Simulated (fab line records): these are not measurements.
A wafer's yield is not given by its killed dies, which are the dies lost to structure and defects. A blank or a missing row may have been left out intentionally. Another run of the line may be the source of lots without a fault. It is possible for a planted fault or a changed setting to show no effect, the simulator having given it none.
fab line records + flow berkeley_cmos170
record
- lots=15
- wafers=45
- last_day=13
route steps=331 shown NSD@195 V1@269 M2@289 M3@328
lots that met no fault: from a run of the same line without faults
start_h: the number of hours between the record's first day and the start of the first shown wafer of the lot + wait_h: hours elapsed since this lot's preceding step + " identical to the entry in the row above + L1.1+2: one row covering several wafers at once + - either no value or no given start + * or withheld: withheld + < > ~ a bound
route shown NAME@n: names a module that has steps shown in the file, with the first one's number in the route + usual: mean and standard deviation over wafers with no fault + same: alike in all rows + chamber/n: place in a boat + sites: readings site by site + _std_site: the standard deviation of these + _edge_site: the outer-site mean with the inner-site mean subtracted + radius_mm: how far each site lies from the wafer's centre + mask NAME#n: copy n + behind: the last tool/chamber to shape the wafer + hold: reason for holding the lot/hours on hold/outcome of the hold + device: the transistor (n, p or np) that didn't switch + end of line: the tests these same wafers got at the end of their route + a step given without rows: its recipe and nothing more + killed: the dies lost at the first sort to structure and to defects; this is not the yield of the wafer + map: the dies of a wafer, with x for killed, . for not killed, _ for no die there
set.NAME: the setting as run; set.NAME@STEP: as run at that earlier step + model.NAME: the simulator's own value behind a step, which no gauge read
one table for each step of the route and one row for each wafer, over a sample of lots
services: when a tool's chamber went out of use (start_h, in hours from the record's first day, below 0 if earlier), for how many hours, and the reason
## steps
# step UCB170_NSD_IMPLANT_08
# recipe
- species=P
- dose_cm2=3e+15
- energy_kev=40
- tilt_deg=7
| lot.wafer  | tool         | chamber | start_h | wait_h |
|------------|--------------|---------|---------|--------|
| L239.1+3+6 | implanter-01 | 0       | 174.01  | 0.0    |
| L238.2+4+6 | implanter-02 | 0       | 175.17  | 0.0    |
| L241.1+2+5 | implanter-02 | 0       | 185.08  | 0.0    |
| L240.2+3+5 | implanter-01 | 0       | 185.46  | 0.0    |
| L244.2+3+5 | implanter-04 | 0       | 187.85  | 0.0    |
| L245.2+5+6 | implanter-02 | 0       | 206.84  | 0.0    |
| L248.3+5+6 | implanter-02 | 0       | 217.24  | 0.1    |
| L251.1+2+3 | implanter-01 | 0       | 222.50  | 0.0    |
| L249.1+4+6 | implanter-02 | 0       | 222.71  | 0.0    |
| L254.1+3+6 | implanter-04 | 0       | 246.14  | 0.0    |
| L252.1+3+6 | implanter-01 | 0       | 246.60  | 0.0    |
| L258.2+4+6 | implanter-04 | 0       | 274.88  | 0.0    |
| L260.4+5+6 | implanter-02 | 0       | 275.20  | 0.1    |
| L259.2+3+4 | implanter-04 | 0       | 275.52  | 0.0    |
| L261.1+2+5 | implanter-04 | 0       | 287.39  | 0.0    |
# step UCB170_NSD_STRIP_09
# recipe
- chemistry=O2
- power_w=406.2
- pressure_mtorr=3500
- platen_temp_c=withheld
- o2_flow_sccm=400
- overash_fraction=0.5
# usual
- drypump_motor_current_A=5.7/0.46
- oes_product_au=0.536/0.0045
- strip_time_to_endpoint_s=35.22/0.094
| lot.wafer | tool            | chamber | start_h | wait_h | drypump_motor_current_A | oes_product_au | rf_hours_counter_h | strip_time_to_endpoint_s |
|-----------|-----------------|---------|---------|--------|-------------------------|----------------|--------------------|--------------------------|
| L239.1    | plasma_asher-02 | 1       | 174.16  | 0.1    | 5.7                     | 0.539          | 44                 | 35.15                    |
| L239.3    | "               | 0       | "       | "      | 5.5                     | 0.537          | -                  | 35.23                    |
| L239.6    | "               | 0       | "       | "      | 5.5                     | 0.540          | -                  | 35.23                    |
| L238.2    | plasma_asher-01 | 0       | 175.30  | 0.1    | 6.2                     | 0.537          | 42                 | 35.30                    |
| L238.4    | "               | 0       | "       | "      | 6.2                     | 0.541          | -                  | 35.21                    |
| L238.6    | "               | 1       | "       | "      | 4.9                     | 0.542          | -                  | 35.36                    |
| L241.1    | plasma_asher-01 | 0       | 185.23  | 0.1    | 6.2                     | 0.544          | 44                 | 35.15                    |
| L241.2    | "               | 1       | "       | "      | 4.9                     | 0.543          | 44                 | 35.10                    |
| L241.5    | "               | 1       | "       | "      | 4.9                     | 0.532          | -                  | 35.17                    |
| L240.2    | plasma_asher-04 | 1       | 185.59  | 0.1    | 5.3                     | 0.544          | 40                 | 35.14                    |
| L240.3    | "               | 1       | "       | "      | 5.3                     | 0.535          | -                  | 35.04                    |
| L240.5    | "               | 0       | "       | "      | 6.3                     | 0.533          | -                  | 35.15                    |
| L244.2    | plasma_asher-04 | 0       | 187.98  | 0.1    | 6.2                     | 0.540          | 40                 | 35.13                    |
| L244.3    | "               | 1       | "       | "      | 5.3                     | 0.537          | -                  | 35.26                    |
| L244.5    | "               | 1       | "       | "      | 5.3                     | 0.536          | -                  | 35.14                    |
| L245.2    | plasma_asher-02 | 0       | 206.97  | 0.1    | 5.6                     | 0.544          | 48                 | 34.05                    |
| L245.5    | "               | 1       | "       | "      | 5.7                     | 0.558          | -                  | 34.15                    |
| L245.6    | "               | 0       | "       | "      | 5.6                     | 0.539          | -                  | 34.11                    |
| L248.3    | plasma_asher-01 | 0       | 217.37  | 0.1    | 6.2                     | 0.545          | -                  | 33.99                    |
| L248.5    | "               | 1       | "       | "      | 4.9                     | 0.550          | -                  | 34.01                    |
| L248.6    | "               | 0       | "       | "      | 6.2                     | 0.539          | -                  | 33.90                    |
| L251.1    | plasma_asher-02 | 0       | 222.65  | 0.1    | 5.6                     | 0.534          | 50                 | 35.36                    |
| L251.2    | "               | 1       | "       | "      | 5.7                     | 0.535          | 50                 | 35.36                    |
| L251.3    | "               | 0       | "       | "      | 5.5                     | 0.533          | -                  | 35.35                    |
| L249.1    | plasma_asher-01 | 1       | 222.86  | 0.1    | 4.9                     | 0.555          | 49                 | 34.10                    |
| L249.4    | "               | 1       | "       | "      | 5.0                     | 0.546          | -                  | 34.17                    |
| L249.6    | "               | 0       | "       | "      | 6.2                     | 0.542          | -                  | 34.22                    |
| L254.1    | plasma_asher-04 | 1       | 246.29  | 0.1    | 5.3                     | 0.536          | 48                 | 35.16                    |
| L254.3    | "               | 1       | "       | "      | 5.4                     | 0.531          | -                  | 35.23                    |
| L254.6    | "               | 0       | "       | "      | 6.2                     | 0.533          | -                  | 35.25                    |
| L252.1    | plasma_asher-02 | 0       | 246.75  | 0.1    | 5.6                     | 0.531          | 53                 | 35.17                    |
| L252.3    | "               | 0       | "       | "      | 5.6                     | 0.548          | -                  | 35.18                    |
| L252.6    | "               | 1       | "       | "      | 5.7                     | 0.539          | -                  | 35.29                    |
| L258.2    | plasma_asher-04 | 0       | 275.00  | 0.1    | 6.3                     | 0.539          | 51                 | 35.17                    |
| L258.4    | "               | 1       | "       | "      | 5.3                     | 0.535          | -                  | 35.16                    |
| L258.6    | "               | 1       | "       | "      | 5.3                     | 0.540          | -                  | 35.14                    |
| L260.4    | plasma_asher-01 | 1       | 275.31  | 0.1    | 4.9                     | 0.539          | -                  | 35.18                    |
| L260.5    | "               | 1       | "       | "      | 4.9                     | 0.533          | -                  | 35.16                    |
| L260.6    | "               | 0       | "       | "      | 6.2                     | 0.538          | -                  | 35.12                    |
| L259.2    | plasma_asher-02 | 0       | 275.65  | 0.1    | 5.5                     | 0.535          | 56                 | 35.25                    |
| L259.3    | "               | 0       | "       | "      | 5.5                     | 0.538          | -                  | 35.21                    |
| L259.4    | "               | 1       | "       | "      | 5.7                     | 0.535          | -                  | 35.25                    |
| L261.1    | plasma_asher-04 | 0       | 287.54  | 0.1    | 6.3                     | 0.535          | 52                 | 35.28                    |
| L261.2    | "               | 1       | "       | "      | 5.3                     | 0.535          | 52                 | 35.27                    |
| L261.5    | "               | 1       | "       | "      | 5.3                     | 0.533          | -                  | 35.23                    |
# step UCB170_SDANNEAL_RS_MEAS_03
# recipe
- thk_meas_gauge=four-point-probe
# usual
- NSD_RS=37.25/0.082
| lot.wafer | tool          | chamber | start_h | wait_h | NSD_RS[ohm/sq] |
|-----------|---------------|---------|---------|--------|----------------|
| L239.1    | film_metro-01 | -       | 176.23  | 0.1    | 37.30          |
| L239.3    | "             | -       | "       | "      | 37.28          |
| L239.6    | "             | -       | "       | "      | 37.31          |
| L238.2    | film_metro-01 | -       | 177.82  | 0.1    | 37.30          |
| L238.4    | "             | -       | "       | "      | 37.25          |
| L238.6    | "             | -       | "       | "      | 37.21          |
| L241.1    | film_metro-04 | -       | 186.60  | 0.1    | 37.43          |
| L241.2    | "             | -       | "       | "      | 37.34          |
| L241.5    | "             | -       | "       | "      | 37.25          |
| L240.2    | film_metro-01 | -       | 187.38  | 0.1    | 37.26          |
| L240.3    | "             | -       | "       | "      | 37.32          |
| L240.5    | "             | -       | "       | "      | 37.32          |
| L244.2    | film_metro-04 | -       | 189.50  | 0.1    | 37.44          |
| L244.3    | "             | -       | "       | "      | 37.34          |
| L244.5    | "             | -       | "       | "      | 37.42          |
| L245.2    | film_metro-04 | -       | 209.63  | 0.1    | 39.27          |
| L245.5    | "             | -       | "       | "      | 39.31          |
| L245.6    | "             | -       | "       | "      | 39.41          |
| L248.3    | film_metro-04 | -       | 218.89  | 0.1    | 39.68          |
| L248.5    | "             | -       | "       | "      | 39.56          |
| L248.6    | "             | -       | "       | "      | 39.72          |
| L251.1    | film_metro-03 | -       | 223.95  | 0.1    | 37.22          |
| L251.2    | "             | -       | "       | "      | 37.24          |
| L251.3    | "             | -       | "       | "      | 37.27          |
| L249.1    | film_metro-01 | -       | 224.30  | 0.1    | 39.54          |
| L249.4    | "             | -       | "       | "      | 39.47          |
| L249.6    | "             | -       | "       | "      | 39.38          |
| L254.1    | film_metro-04 | -       | 248.32  | 0.1    | 37.30          |
| L254.3    | "             | -       | "       | "      | 37.22          |
| L254.6    | "             | -       | "       | "      | 37.27          |
| L252.1    | film_metro-03 | -       | 248.59  | 0.1    | 37.28          |
| L252.3    | "             | -       | "       | "      | 37.19          |
| L252.6    | "             | -       | "       | "      | 37.28          |
| L258.2    | film_metro-04 | -       | 276.36  | 0.1    | 37.42          |
| L258.4    | "             | -       | "       | "      | 37.33          |
| L258.6    | "             | -       | "       | "      | 37.32          |
| L260.4    | film_metro-01 | -       | 276.64  | 0.1    | 37.30          |
| L260.5    | "             | -       | "       | "      | 37.33          |
| L260.6    | "             | -       | "       | "      | 37.35          |
| L259.2    | film_metro-04 | -       | 277.04  | 0.1    | 37.27          |
| L259.3    | "             | -       | "       | "      | 37.30          |
| L259.4    | "             | -       | "       | "      | 37.31          |
| L261.1    | film_metro-04 | -       | 288.84  | 0.1    | 37.21          |
| L261.2    | "             | -       | "       | "      | 37.16          |
| L261.5    | "             | -       | "       | "      | 37.22          |
# step UCB170_V1_STRIP_15
# recipe
- chemistry=O2
- power_w=400
- pressure_mtorr=3500
- platen_temp_c=withheld
- o2_flow_sccm=400
- overash_fraction=0.5
# usual
- drypump_motor_current_A=5.6/0.49
- oes_product_au=0.721/0.0047
- strip_time_to_endpoint_s=15.32/0.085
| lot.wafer | tool            | chamber | start_h | wait_h | drypump_motor_current_A | oes_product_au | rf_hours_counter_h | strip_time_to_endpoint_s |
|-----------|-----------------|---------|---------|--------|-------------------------|----------------|--------------------|--------------------------|
| L239.1    | plasma_asher-02 | 0       | 187.91  | 0.1    | 5.5                     | 0.717          | 46                 | 15.42                    |
| L239.3    | "               | 1       | "       | "      | 5.7                     | 0.725          | -                  | 15.36                    |
| L239.6    | "               | 1       | "       | "      | 5.7                     | 0.725          | -                  | 15.31                    |
| L238.2    | plasma_asher-01 | 1       | 190.02  | 0.1    | 4.9                     | 0.717          | 44                 | 15.38                    |
| L238.4    | "               | 1       | "       | "      | 5.0                     | 0.722          | -                  | 15.39                    |
| L238.6    | "               | 1       | "       | "      | 4.9                     | 0.714          | -                  | 15.33                    |
| L241.1    | plasma_asher-01 | 1       | 198.77  | 0.1    | 4.9                     | 0.717          | 45                 | 15.22                    |
| L241.2    | "               | 0       | "       | "      | 6.2                     | 0.719          | 45                 | 15.26                    |
| L241.5    | "               | 0       | "       | "      | 6.2                     | 0.725          | -                  | 15.23                    |
| L240.2    | plasma_asher-02 | 0       | 204.37  | 0.1    | 5.5                     | 0.727          | 47                 | 15.37                    |
| L240.3    | "               | 1       | "       | "      | 5.7                     | 0.713          | -                  | 15.38                    |
| L240.5    | "               | 0       | "       | "      | 5.5                     | 0.721          | -                  | 15.41                    |
| L244.2    | plasma_asher-02 | 1       | 204.96  | 0.1    | 5.7                     | 0.726          | 48                 | 15.28                    |
| L244.3    | "               | 0       | "       | "      | 5.5                     | 0.719          | -                  | 15.44                    |
| L244.5    | "               | 0       | "       | "      | 5.6                     | 0.725          | -                  | 15.45                    |
| L245.2    | plasma_asher-01 | 1       | 221.60  | 0.1    | 4.9                     | 0.729          | 48                 | 15.50                    |
| L245.5    | "               | 0       | "       | "      | 6.2                     | 0.718          | -                  | 15.22                    |
| L245.6    | "               | 1       | "       | "      | 4.9                     | 0.723          | -                  | 15.38                    |
| L248.3    | plasma_asher-02 | 0       | 230.41  | 0.1    | 5.5                     | 0.720          | -                  | 15.27                    |
| L248.5    | "               | 1       | "       | "      | 5.7                     | 0.720          | -                  | 15.31                    |
| L248.6    | "               | 0       | "       | "      | 5.6                     | 0.720          | -                  | 15.23                    |
| L251.1    | plasma_asher-04 | 0       | 238.02  | 0.1    | 6.2                     | 0.718          | 47                 | 15.36                    |
| L251.2    | "               | 1       | "       | "      | 5.3                     | 0.715          | 47                 | 15.35                    |
| L251.3    | "               | 0       | "       | "      | 6.2                     | 0.727          | -                  | 15.27                    |
| L249.1    | plasma_asher-02 | 1       | 238.56  | 0.1    | 5.7                     | 0.723          | 52                 | 15.28                    |
| L249.4    | "               | 1       | "       | "      | 5.7                     | 0.725          | -                  | 15.47                    |
| L249.6    | "               | 1       | "       | "      | 5.7                     | 0.722          | -                  | 15.38                    |
| L252.1    | plasma_asher-01 | 0       | 263.44  | 0.1    | 6.2                     | 0.720          | 52                 | 15.35                    |
| L252.3    | "               | 0       | "       | "      | 6.2                     | 0.717          | -                  | 15.43                    |
| L252.6    | "               | 0       | "       | "      | 6.2                     | 0.725          | -                  | 15.43                    |
| L254.1    | plasma_asher-04 | 1       | 263.72  | 0.1    | 5.3                     | 0.723          | 49                 | 15.33                    |
| L254.3    | "               | 1       | "       | "      | 5.4                     | 0.718          | -                  | 15.45                    |
| L254.6    | "               | 1       | "       | "      | 5.4                     | 0.726          | -                  | 15.34                    |
| L258.2    | plasma_asher-01 | 0       | 290.06  | 0.1    | 6.2                     | 0.718          | 55                 | 15.35                    |
| L258.4    | "               | 0       | "       | "      | 6.2                     | 0.727          | -                  | 15.30                    |
| L258.6    | "               | 0       | "       | "      | 6.2                     | 0.722          | -                  | 15.38                    |
| L260.4    | plasma_asher-01 | 0       | 291.60  | 0.1    | 6.2                     | 0.721          | -                  | 15.34                    |
| L260.5    | "               | 1       | "       | "      | 4.9                     | 0.713          | -                  | 15.31                    |
| L260.6    | "               | 0       | "       | "      | 6.2                     | 0.724          | -                  | 15.21                    |
| L259.2    | plasma_asher-02 | 1       | 291.67  | 0.1    | 5.7                     | 0.724          | 58                 | 15.32                    |
| L259.3    | "               | 0       | "       | "      | 5.5                     | 0.711          | -                  | 15.31                    |
| L259.4    | "               | 1       | "       | "      | 5.7                     | 0.735          | -                  | 15.30                    |
| L261.1    | plasma_asher-01 | 1       | 300.22  | 0.1    | 4.9                     | 0.722          | 57                 | 15.30                    |
| L261.2    | "               | 0       | "       | "      | 6.2                     | 0.713          | 57                 | 15.18                    |
| L261.5    | "               | 1       | "       | "      | 4.9                     | 0.725          | -                  | 15.23                    |
# step UCB170_M2_METAL_ETCH_18
# recipe
- chemistry=Cl2/BCl3
- target=Al
- stop_on=SiO2
- pressure_mtorr=12
- target_depth_a=11700
- over_etch_frac=0.3
- time_s=195
- icp_w=600
- bias_w=120
- Cl2_flow_sccm=90
- bcl3_flow_sccm=45
# usual
- drypump_motor_current_A=6.0/0.41
- mfc_cl2_sccm=89.95/0.29
- oes_product_au=0.852/0.015
- throttle_valve_pct=24.33/0.14
| lot.wafer | tool         | chamber | start_h | wait_h | drypump_motor_current_A | mfc_cl2_sccm | oes_product_au | rf_hours_counter_h | throttle_valve_pct |
|-----------|--------------|---------|---------|--------|-------------------------|--------------|----------------|--------------------|--------------------|
| L239.1    | rie_metal-02 | 0       | 190.89  | -      | 5.3                     | 89.68        | 0.845          | 1.5                | 24.45              |
| L239.3    | "            | 1       | "       | "      | 6.4                     | 90.05        | 0.871          | -                  | 24.13              |
| L239.6    | "            | 1       | "       | "      | 6.4                     | 89.83        | 0.844          | -                  | 24.14              |
| L238.2    | rie_metal-01 | 1       | 193.12  | -      | 6.5                     | 89.63        | 0.843          | 0.8                | 24.42              |
| L238.4    | "            | 1       | "       | "      | 6.5                     | 89.89        | 0.843          | -                  | 24.42              |
| L238.6    | "            | 1       | "       | "      | 6.5                     | 90.08        | 0.839          | -                  | 24.43              |
| L241.1    | rie_metal-03 | 1       | 204.34  | -      | 6.0                     | 90.10        | 0.856          | 1.0                | 24.32              |
| L241.2    | "            | 0       | "       | "      | 5.8                     | 90.33        | 0.843          | 4.9                | 24.17              |
| L241.5    | "            | 1       | "       | "      | 6.0                     | 89.85        | 0.842          | -                  | 24.30              |
| L240.2    | rie_metal-01 | 0       | 209.35  | -      | 5.8                     | 90.22        | 0.885          | 8.0                | 24.52              |
| L240.3    | "            | 1       | "       | "      | 6.5                     | 90.31        | 0.841          | -                  | 24.42              |
| L240.5    | "            | 0       | "       | "      | 5.8                     | 90.12        | 0.887          | -                  | 24.50              |
| L244.2    | rie_metal-03 | 1       | 210.17  | -      | 6.0                     | 90.07        | 0.840          | 1.2                | 24.32              |
| L244.3    | "            | 0       | "       | "      | 5.8                     | 90.28        | 0.853          | -                  | 24.20              |
| L244.5    | "            | 1       | "       | "      | 6.0                     | 89.96        | 0.846          | -                  | 24.33              |
| L245.2    | rie_metal-02 | 0       | 224.32  | -      | 5.4                     | 89.92        | 0.837          | 2.3                | 24.47              |
| L245.5    | "            | 1       | "       | "      | 6.4                     | 90.08        | 0.857          | -                  | 24.14              |
| L245.6    | "            | 0       | "       | "      | 5.3                     | 89.18        | 0.834          | -                  | 24.46              |
| L248.3    | rie_metal-02 | 0       | 233.68  | -      | 5.4                     | 90.16        | 0.837          | -                  | 24.47              |
| L248.5    | "            | 0       | "       | "      | 5.4                     | 90.26        | 0.838          | -                  | 24.45              |
| L248.6    | "            | 1       | "       | "      | 6.4                     | 90.32        | 0.866          | -                  | 24.15              |
| L251.1    | rie_metal-01 | 1       | 240.46  | -      | 6.5                     | 89.38        | 0.852          | 2.6                | 24.44              |
| L251.2    | "            | 0       | "       | "      | 5.8                     | 90.44        | 0.876          | 9.2                | 24.51              |
| L251.3    | "            | 1       | "       | "      | 6.5                     | 89.67        | 0.844          | -                  | 24.44              |
| L249.1    | rie_metal-02 | 0       | 242.78  | -      | 5.4                     | 90.14        | 0.842          | 3.1                | 24.45              |
| L249.4    | "            | 1       | "       | "      | 6.4                     | 89.57        | 0.860          | -                  | 24.15              |
| L249.6    | "            | 0       | "       | "      | 5.4                     | 90.04        | 0.836          | -                  | 24.46              |
| L252.1    | rie_metal-02 | 0       | 265.84  | -      | 5.4                     | 89.97        | 0.837          | 3.5                | 24.45              |
| L252.3    | "            | 1       | "       | "      | 6.5                     | 89.67        | 0.874          | -                  | 24.14              |
| L252.6    | "            | 0       | "       | "      | 5.4                     | 89.68        | 0.828          | -                  | 24.45              |
| L254.1    | rie_metal-03 | 0       | 266.45  | -      | 5.8                     | 89.77        | 0.851          | 6.3                | 24.19              |
| L254.3    | "            | 1       | "       | "      | 6.0                     | 89.81        | 0.844          | -                  | 24.32              |
| L254.6    | "            | 1       | "       | "      | 6.0                     | 90.25        | 0.849          | -                  | 24.33              |
| L258.2    | rie_metal-03 | 1       | 292.39  | -      | 6.0                     | 90.21        | 0.858          | 3.1                | 24.30              |
| L258.4    | "            | 1       | "       | "      | 6.0                     | 90.00        | 0.854          | -                  | 24.31              |
| L258.6    | "            | 0       | "       | "      | 5.7                     | 89.99        | 0.857          | -                  | 24.17              |
| L260.4    | rie_metal-01 | 1       | 293.94  | -      | 6.5                     | 90.31        | 0.849          | -                  | 24.42              |
| L260.5    | "            | 0       | "       | "      | 5.8                     | 90.18        | 0.885          | -                  | 24.52              |
| L260.6    | "            | 1       | "       | "      | 6.5                     | 90.46        | 0.833          | -                  | 24.43              |
| L259.2    | rie_metal-02 | 0       | 294.12  | -      | 5.4                     | 90.25        | 0.834          | 4.5                | 24.44              |
| L259.3    | "            | 0       | "       | "      | 5.4                     | 89.90        | 0.836          | -                  | 24.46              |
| L259.4    | "            | 1       | "       | "      | 6.4                     | 89.89        | 0.853          | -                  | 24.14              |
| L261.1    | rie_metal-03 | 1       | 302.66  | -      | 6.0                     | 90.15        | 0.858          | 3.5                | 24.32              |
| L261.2    | "            | 0       | "       | "      | 5.7                     | 89.66        | 0.852          | 7.3                | 24.20              |
| L261.5    | "            | 0       | "       | "      | 5.7                     | 89.28        | 0.856          | -                  | 24.18              |
# step UCB170_M3_STRIP_19
# recipe
- chemistry=O2
- power_w=400
- pressure_mtorr=3500
- platen_temp_c=withheld
- o2_flow_sccm=400
- overash_fraction=0.5
# usual
- drypump_motor_current_A=5.9/0.65
- oes_product_au=0.547/0.013
| lot.wafer | tool            | chamber | start_h | wait_h | drypump_motor_current_A | oes_product_au | rf_hours_counter_h |
|-----------|-----------------|---------|---------|--------|-------------------------|----------------|--------------------|
| L239.1    | plasma_asher-01 | 0       | 196.51  | 0.1    | 6.2                     | 0.548          | 45                 |
| L239.3    | "               | 0       | "       | "      | 6.2                     | 0.547          | -                  |
| L239.6    | "               | 1       | "       | "      | 4.9                     | 0.528          | -                  |
| L238.2    | plasma_asher-04 | 0       | 198.38  | 0.1    | 6.2                     | 0.551          | 42                 |
| L238.4    | "               | 1       | "       | "      | 5.3                     | 0.536          | -                  |
| L238.6    | "               | 0       | "       | "      | 6.2                     | 0.539          | -                  |
| L241.1    | plasma_asher-01 | 1       | 212.28  | 0.1    | 4.9                     | 0.528          | 47                 |
| L241.2    | "               | 0       | "       | "      | 6.2                     | 0.554          | 47                 |
| L241.5    | "               | 1       | "       | "      | 4.9                     | 0.557          | -                  |
| L240.2    | plasma_asher-04 | 1       | 217.51  | 0.1    | 5.3                     | 0.540          | 44                 |
| L240.3    | "               | 0       | "       | "      | 6.3                     | 0.548          | -                  |
| L240.5    | "               | 0       | "       | "      | 6.2                     | 0.570          | -                  |
| L244.2    | plasma_asher-04 | 1       | 217.78  | 0.1    | 5.3                     | 0.569          | 44                 |
| L244.3    | "               | 1       | "       | "      | 5.3                     | 0.535          | -                  |
| L244.5    | "               | 0       | "       | "      | 6.3                     | 0.556          | -                  |
| L245.2    | plasma_asher-04 | 1       | 230.31  | 0.1    | 5.4                     | 0.528          | 46                 |
| L245.5    | "               | 0       | "       | "      | 6.2                     | 0.554          | -                  |
| L245.6    | "               | 1       | "       | "      | 5.3                     | 0.537          | -                  |
| L248.3    | plasma_asher-01 | 1       | 239.00  | 0.1    | 4.9                     | 0.561          | -                  |
| L248.5    | "               | 1       | "       | "      | 4.9                     | 0.531          | -                  |
| L248.6    | "               | 0       | "       | "      | 6.2                     | 0.551          | -                  |
| L251.1    | plasma_asher-01 | 1       | 247.07  | 0.1    | 4.9                     | 0.533          | 51                 |
| L251.2    | "               | 0       | "       | "      | 6.2                     | 0.566          | 51                 |
| L251.3    | "               | 0       | "       | "      | 6.2                     | 0.571          | -                  |
| L249.1    | plasma_asher-04 | 0       | 249.56  | 0.1    | 6.2                     | 0.550          | 48                 |
| L249.4    | "               | 0       | "       | "      | 6.2                     | 0.564          | -                  |
| L249.6    | "               | 0       | "       | "      | 6.2                     | 0.556          | -                  |
| L252.1    | plasma_asher-01 | 0       | 271.65  | 0.1    | 6.2                     | 0.526          | 53                 |
| L252.3    | "               | 1       | "       | "      | 4.9                     | 0.566          | -                  |
| L252.6    | "               | 1       | "       | "      | 4.9                     | 0.530          | -                  |
| L254.1    | plasma_asher-04 | 1       | 272.22  | 0.1    | 5.3                     | 0.528          | 50                 |
| L254.3    | "               | 1       | "       | "      | 5.3                     | 0.539          | -                  |
| L254.6    | "               | 1       | "       | "      | 5.3                     | 0.552          | -                  |
| L258.2    | plasma_asher-01 | 0       | 297.59  | 0.1    | 6.2                     | 0.558          | 56                 |
| L258.4    | "               | 0       | "       | "      | 6.2                     | 0.556          | -                  |
| L258.6    | "               | 0       | "       | "      | 6.2                     | 0.536          | -                  |
| L260.4    | plasma_asher-03 | 0       | 299.61  | 0.1    | 6.8                     | 0.543          | -                  |
| L260.5    | "               | 1       | "       | "      | 6.4                     | 0.536          | -                  |
| L260.6    | "               | 0       | "       | "      | 6.8                     | 0.560          | -                  |
| L259.2    | plasma_asher-03 | 0       | 299.94  | 0.1    | 6.8                     | 0.553          | 18                 |
| L259.3    | "               | 0       | "       | "      | 6.9                     | 0.526          | -                  |
| L259.4    | "               | 1       | "       | "      | 6.4                     | 0.548          | -                  |
| L261.1    | plasma_asher-03 | 0       | 309.03  | 0.1    | 6.8                     | 0.530          | 20                 |
| L261.2    | "               | 1       | "       | "      | 6.3                     | 0.554          | 20                 |
| L261.5    | "               | 1       | "       | "      | 6.4                     | 0.542          | -                  |
## services
| tool            | chamber | start_h | hours | kind           |
|-----------------|---------|---------|-------|----------------|
| rie_metal-03    | 1       | 153.32  | -     | clean          |
| rie_metal-03    | 1       | 153.32  | 12.0  | scheduled_down |
| rie_metal-03    | 1       | 153.32  | 12.0  | vent_cycle     |
| rie_metal-01    | 1       | 157.50  | -     | clean          |
| rie_metal-01    | 1       | 157.50  | 11.2  | scheduled_down |
| rie_metal-01    | 1       | 157.50  | 11.2  | vent_cycle     |
| plasma_asher-02 | -       | 180.40  | 4.5   | repair         |
| plasma_asher-03 | -       | 198.73  | 28.1  | pm             |
| implanter-04    | -       | 202.30  | 8.3   | pm             |
| rie_metal-01    | 0       | 203.16  | 5.5   | repair         |
| rie_metal-02    | 0       | 212.57  | 7.1   | repair         |
| rie_metal-01    | -       | 214.52  | 0.7   | repair         |
| rie_metal-02    | -       | 257.60  | 2.8   | pm             |
| implanter-01    | -       | 259.34  | 18.6  | repair         |
| implanter-01    | -       | 260.35  | 3.0   | repair         |
| plasma_asher-04 | -       | 295.25  | 3.4   | repair         |
| implanter-02    | -       | 297.74  | 0.8   | repair         |
| plasma_asher-02 | -       | 299.01  | 1.6   | repair         |
| implanter-02    | -       | 301.15  | 1.5   | repair         |
## key
first_sign
- step=UCB170_NSD_STRIP_09
- reading=strip_time_to_endpoint_s
- direction=down
- sigmas=12
- usual=*
- struck=*
effect
- step=UCB170_SDANNEAL_RS_MEAS_03
- reading=NSD_RS
- direction=up
- sigmas=27
- usual=37.25
- struck=39.48
met_at UCB170_NSD_IMPLANT_08
struck_lots L245,L248,L249
tester_left_out L245,L248,L249
not_acting_at UCB170_V1_STRIP_15,UCB170_M2_METAL_ETCH_18,UCB170_M3_STRIP_19
onset_between 185.08 206.84
fault
- kind=process_parameter_drift
- tool=implanter-02
- chamber=-
- onset_h=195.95
- steps=UCB170_NSD_IMPLANT_08
- channel=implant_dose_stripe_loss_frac
- offset=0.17
- shape=step
- end_h=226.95
# tester_left_out: of these lots the tester's yield and bins aren't shown, on N5 and GAA mostly nor the transistor test; their killed dies are dies lost to structure and defects alone, not to doping, threshold or leakage, so they don't give the yield
